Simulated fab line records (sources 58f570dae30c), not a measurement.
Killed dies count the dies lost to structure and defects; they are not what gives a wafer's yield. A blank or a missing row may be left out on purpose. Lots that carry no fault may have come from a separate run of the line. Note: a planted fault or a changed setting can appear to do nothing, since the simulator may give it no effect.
What tool caused it? -- flow berkeley_cmos170 -- Sampling: 14 lots, 42 wafers, 4 of 331 route steps

== WHAT THE GAUGES READ, wafer by wafer ==
UCB170_NWELL_TW_MEAS_16.
lot,measured,on,NWELL_TW
L906,day 2 06:18,film_metro-03,1239 1234 1240
L908,day 2 13:01,film_metro-01,1240 1256 1244
L909,day 2 19:58,film_metro-04,1262 1266 1260
L910,day 3 07:35,film_metro-01,1242 1248 1245
L911,day 3 07:41,film_metro-04,1239 1245 1249
L912,day 3 20:41,film_metro-01,1250 1241 1247
L914,day 4 14:59,film_metro-04,1250 1254 1258
L915,day 4 15:59,film_metro-01,1248 1244 1246
L917,day 4 21:58,film_metro-01,1247 1250 1236
L919,day 5 02:21,film_metro-04,1246 1256 1246
L920,day 5 09:49,film_metro-03,1240 1227 1232
L926,day 6 07:04,film_metro-03,1243 1239 1237
L927,day 6 19:28,film_metro-04,1248 1251 1254
L928,day 6 21:41,film_metro-04,1250 1244 1247

UCB170_PWELL_THK_MEAS_06.
lot,measured,on,PWELL_NITRIDE_THK (nm)
L906,day 3 05:16,film_metro-04,217.8 217.4 218.7
L908,day 3 05:16,film_metro-02,221.8 219.2 221.0
L909,day 3 16:36,film_metro-04,216.4 216.4 215.8
L910,day 4 04:47,film_metro-04,217.4 217.8 219.3
L911,day 4 04:47,film_metro-01,219.8 219.4 220.8
L912,day 4 17:42,film_metro-02,222.7 221.3 219.0
L914,day 5 05:43,film_metro-01,218.9 218.8 219.5
L915,day 5 08:05,film_metro-02,220.4 220.7 220.6
L917,day 5 14:33,film_metro-02,221.0 222.9 221.7
L919,day 5 14:34,film_metro-01,221.6 221.3 222.5
L920,day 5 21:16,film_metro-01,222.8 221.3 222.1
L926,day 6 22:52,film_metro-01,221.9 221.8 222.8
L927,day 7 09:09,film_metro-01,225.2 224.3 223.7
L928,day 7 15:38,film_metro-01,224.8 222.8 223.0

== EACH LOT AND THE TOOL THAT RAN IT (in order: tool; ch and the chambers of the sampled wafers; start) ==
lot,UCB170_ZERO_SOFTBAKE_02,UCB170_ZERO_ETCH_06
L906,"litho_track-04 ch 0, day 1 18:14","rie_diel-03 ch 1,2, day 1 19:07"
L908,"litho_track-04 ch 0, day 2 01:49","rie_diel-04 ch 1,2,3, day 2 02:28"
L909,"litho_track-02 ch 0, day 2 07:49","rie_diel-04 ch 0,1,3, day 2 08:38"
L910,"litho_track-01 ch 0, day 2 16:40","rie_diel-04 ch 0,1,3, day 2 17:13"
L911,"litho_track-01 ch 0, day 2 17:26","rie_diel-02 ch 1,2,3, day 2 18:17"
L912,"litho_track-02 ch 0, day 3 03:04","rie_diel-03 ch 2,3, day 3 03:41"
L914,"litho_track-04 ch 0, day 3 16:38","rie_diel-02 ch 0,2,3, day 3 17:31"
L915,"litho_track-01 ch 0, day 3 16:41","rie_diel-04 ch 2,3, day 3 17:47"
L917,"litho_track-04 ch 0, day 4 06:00","rie_diel-03 ch 0,2,3, day 4 06:46"
L919,"litho_track-02 ch 0, day 4 11:46","rie_diel-03 ch 0,2,3, day 4 12:40"
L920,"litho_track-02 ch 0, day 4 19:59","rie_diel-03 ch 0,1,2, day 4 20:30"
L926,"litho_track-02 ch 0, day 5 19:19","rie_diel-04 ch 2,3, day 5 19:58"
L927,"litho_track-01 ch 0, day 6 06:38","rie_diel-02 ch 0,1,3, day 6 07:11"
L928,"litho_track-02 ch 0, day 6 10:34","rie_diel-02 ch 0,1,2, day 6 11:25"
- UCB170_ZERO_SOFTBAKE_02: time 60 s.
- UCB170_ZERO_ETCH_06: etches SiO2 in CHF3/CF4/Ar, time 12 s.

== WHAT THE TOOLS THEMSELVES READ (means of the sampled wafers that have a number; where no wafer has one, the mark that the record gives instead) ==
UCB170_ZERO_SOFTBAKE_02.
lot,tool,heater_power_total_W (W),plate_temp_C (C)
L906,litho_track-04,56.75,129.87
L908,litho_track-04,56.78,129.94
L909,litho_track-02,56.80,129.92
L910,litho_track-01,56.79,129.85
L911,litho_track-01,56.81,130.04
L912,litho_track-02,56.82,130.12
L914,litho_track-04,56.79,129.97
L915,litho_track-01,56.75,130.24
L917,litho_track-04,56.78,130.04
L919,litho_track-02,56.79,129.96
L920,litho_track-02,56.79,129.78
L926,litho_track-02,60.02,135.79
L927,litho_track-01,56.86,130.06
L928,litho_track-02,60.02,135.60

UCB170_ZERO_ETCH_06.
lot,tool,drypump_motor_current_A (A),oes_product_au (a.u.),throttle_valve_pct (%)
L906,rie_diel-03,5.7,0.630,9.27
L908,rie_diel-04,5.3,0.626,9.18
L909,rie_diel-04,5.2,0.619,9.24
L910,rie_diel-04,5.2,0.625,9.25
L911,rie_diel-02,5.8,0.614,9.23
L912,rie_diel-03,5.8,0.617,9.04
L914,rie_diel-02,6.3,0.617,9.29
L915,rie_diel-04,5.4,0.626,9.21
L917,rie_diel-03,5.9,0.618,9.08
L919,rie_diel-03,5.9,0.621,9.08
L920,rie_diel-03,5.8,0.623,9.20
L926,rie_diel-04,5.4,0.623,9.22
L927,rie_diel-02,5.8,0.615,9.30
L928,rie_diel-02,5.7,0.618,9.29

== THE ANSWER, worked out from the rows above alone ==
Rule: usual is defined by the lots themselves. Put in order of their means at a reading, lots are off if they are a third of the lots or fewer, leave a main group of 4 or more, and stand apart from it by a gap of 3 or more times the standard deviation of the main group's means; of several such gaps the widest counts. The tables above print the reading to a certain number of digits; a main group whose means all agree to those digits is not used. Also off: a lot with no number at a reading for which 4 or more lots have one. Where the step has rows for the other lots, those lots are counted as sound. The gauges are gone through in route order, then the tools' own readings, and for those a lot's mean is taken as printed above. At the first step where some lot is off, the reading lying furthest off is the one used; lots without a number count as furthest.
Off: L926, L928 (UCB170_ZERO_SOFTBAKE_02, heater_power_total_W). The main group has a mean of 56.79 W with a standard deviation of 0.028.
If a tool, at that step or one of the process steps before it, ran each lot that is off and ran no sound lot following the first of them, it fits. One fits: UCB170_ZERO_SOFTBAKE_02 on litho_track-02. Its last sound lot is L920 (day 4 19:59), its first lot that is off L926 (day 5 19:19): a fault that began between those two fits.
The tool's own readings at UCB170_ZERO_SOFTBAKE_02 bear it out: on the lots that are off they differ by more than 5 times the standard deviation of the sound lots' means. heater_power_total_W reads 60.02 W there against 56.79 W on the sound lots; plate_temp_C reads 135.69 C there against 129.98 C on the sound lots.

== WHAT HAD BEEN PUT IN BY THE SIMULATOR ==
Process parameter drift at UCB170_ZERO_SOFTBAKE_02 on litho_track-02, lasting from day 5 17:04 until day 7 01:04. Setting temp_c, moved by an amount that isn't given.
Lots struck among those shown: L926, L928. Same finding as the rule above.
